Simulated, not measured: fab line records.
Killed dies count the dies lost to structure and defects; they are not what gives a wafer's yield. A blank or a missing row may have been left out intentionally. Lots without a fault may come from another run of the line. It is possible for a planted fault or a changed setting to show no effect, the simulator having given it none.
2 desks, one fault -- flow rit_cmos -- what lay behind the numbers comes last; until then each desk has only its own

FOR THE TOOL OWNER'S DESK: litho_track-01
The tool's own readings at RIT_PLDD_DEVELOP_05 (develop time 50 s): means of the sampled wafers that have a number, for each lot that ran on this tool. A lot is out of limits, marked OUT, if its mean lies more than 4 standard deviations from the usual mean; the brackets give that distance.
Columns: A = chill_plate_temp_C at RIT_PLDD_DEVELOP_05, usual 23.01 C; B = developer_temp_C at RIT_PLDD_DEVELOP_05, usual 23.01 C
lot,first seen here,A,B
L569,day 3 15:00,23.00,23.00
L572,day 4 03:00,22.92,22.93
L574,day 4 11:00,23.03,23.15
L575,day 4 15:00,22.91,22.09 (-8.4) OUT
L579,day 5 12:00,22.90,22.07 (-8.5) OUT
This desk's verdict: out of limits on L575, L579, starting with L575 at day 4 15:00 (developer_temp_C at RIT_PLDD_DEVELOP_05). In limits: L569, L572, L574.

FROM THE METROLOGY DESK
Means of the sampled wafers that have a number, per lot and without regard to the tool the lot ran on: this is what the gauges read. A lot is out of limits, marked OUT, if its mean lies more than 4 standard deviations from the usual mean; the brackets give that distance.
Columns: A = PRETRO_OVL at RIT_PRETRO_OVL_MEAS_06, usual -0.6 nm; B = NSD_OVL at RIT_NSD_OVL_MEAS_06, usual 0.1 nm
lot,first seen here,A,B
L568,day 3 01:46,-2.1,0.7
L569,day 3 02:22,-0.8,1.8
L570,day 3 07:19,-1.5,1.6
L572,day 3 13:59,0.7,-1.2
L573,day 3 19:05,0.3,-0.5
L574,day 3 23:12,-1.6,-1.2
L575,day 4 03:32,-2.7,0.6
L577,day 4 19:55,-0.1,-0.3
L579,day 5 00:50,1.8,-0.4
L584,day 6 01:44,-1.5,1.0
L586,day 6 12:52,0.8,0.3
L587,day 6 17:52,0.3,-1.7
L588,day 7 02:16,-0.7,-0.7
L589,day 7 03:42,-0.1,-0.9
This desk's finding: nothing out of limits on any of the 14 lots.

PUT TOGETHER
The tool owner's desk had the chance to raise an alarm at day 4 15:00 on L575, L579.
The metrology desk saw nothing out of limits.
The metrology desk has L575, L579 on record, within its limits.
All the named lots went through RIT_PLDD_DEVELOP_05 on litho_track-01.

WHAT THE SIMULATOR HAD PUT IN
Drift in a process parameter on litho_track-01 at RIT_PLDD_DEVELOP_05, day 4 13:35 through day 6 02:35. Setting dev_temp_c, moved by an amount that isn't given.
Lots struck among those shown: L575, L579.
Time in hours from fault onset to the first out-of-limits reading at each desk: the tool owner's desk, 1.
